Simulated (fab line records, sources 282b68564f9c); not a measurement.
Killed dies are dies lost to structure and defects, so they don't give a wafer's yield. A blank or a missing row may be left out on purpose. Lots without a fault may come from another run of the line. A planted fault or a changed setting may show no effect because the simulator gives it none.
Split-lot experiment | flow rit_cmos | 5 lots, 23 wafers read, on a route of 202 steps

THE SPLIT
At RIT_ACTIVE_CVD_03 (deposits Si3N4 from SiH2Cl2/NH3, target thk 150 nm, time 1500 s), the setting pressure_mtorr was moved away from the recipe's 300 mTorr on 15 of the 23 wafers read, by -14.8% to +14.3%. The other wafers ran this setting at the recipe's value.

The reading is taken at the split's own step.

THE READING
Si3N4_of_ACTIVE_CVD_03.thk_nm (the simulator's own value, which no gauge read), in nm, at RIT_ACTIVE_CVD_03 (deposits Si3N4 from SiH2Cl2/NH3, target thk 150 nm, time 1500 s). The file gives no usual value for it. The 8 wafers here that ran the recipe average 152.2 nm, standard deviation 1.3 nm.

wafer  | tool, chamber at the split | pressure_mtorr as run, mTorr | against the recipe | Si3N4_of_ACTIVE_CVD_03.thk_nm, nm | against lot-mates on the recipe
L075.1 | -, -                       | 261.3                        | -12.9%             | 143.7                             | no lot-mate on the recipe
L075.2 | -, -                       | 261.3                        | -12.9%             | 143.3                             | no lot-mate on the recipe
L075.3 | -, -                       | 261.3                        | -12.9%             | 144.9                             | no lot-mate on the recipe
L075.4 | -, -                       | 261.3                        | -12.9%             | 144                               | no lot-mate on the recipe
L075.6 | -, -                       | 261.3                        | -12.9%             | 143.9                             | no lot-mate on the recipe
L076.1 | -, -                       | 255.7                        | -14.8%             | 143.9                             | no lot-mate on the recipe
L076.2 | -, -                       | 255.7                        | -14.8%             | 143.9                             | no lot-mate on the recipe
L076.6 | -, -                       | 255.7                        | -14.8%             | 143.9                             | no lot-mate on the recipe
L076.3 | -, -                       | 255.7                        | -14.8%             | 144.6                             | no lot-mate on the recipe
L076.4 | -, -                       | 255.7                        | -14.8%             | 143.3                             | no lot-mate on the recipe
L079.2 | -, -                       | 300                          | recipe             | 152.7                             | -
L079.5 | -, -                       | 300                          | recipe             | 152.7                             | -
L079.3 | -, -                       | 300                          | recipe             | 153.7                             | -
L079.4 | -, -                       | 300                          | recipe             | 152.5                             | -
L079.6 | -, -                       | 300                          | recipe             | 153.6                             | -
L083.1 | -, -                       | 342.9                        | +14.3%             | 154.3                             | no lot-mate on the recipe
L083.4 | -, -                       | 342.9                        | +14.3%             | 154.3                             | no lot-mate on the recipe
L083.3 | -, -                       | 342.9                        | +14.3%             | 152.4                             | no lot-mate on the recipe
L083.5 | -, -                       | 342.9                        | +14.3%             | 155                               | no lot-mate on the recipe
L083.6 | -, -                       | 342.9                        | +14.3%             | 155.2                             | no lot-mate on the recipe
L085.1 | lpcvd-02, 1                | 300                          | recipe             | 151.8                             | -
L085.3 | lpcvd-02, 1                | 300                          | recipe             | 150.2                             | -
L085.6 | lpcvd-02, 1                | 300                          | recipe             | 150.2                             | -

THE FIT
A straight line over all 23 wafers: Si3N4_of_ACTIVE_CVD_03.thk_nm changes by +0.392 nm for each +1% of pressure_mtorr; r = +0.92; the points scatter about the line by 1.8 nm.
Too few moved wafers have a lot-mate on the recipe to fit a line with each lot's own level taken away.

THE FILE'S OWN FIT
Si3N4_of_ACTIVE_CVD_03.thk_nm changes by +0.391 nm for each +1% of pressure_mtorr, r = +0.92.
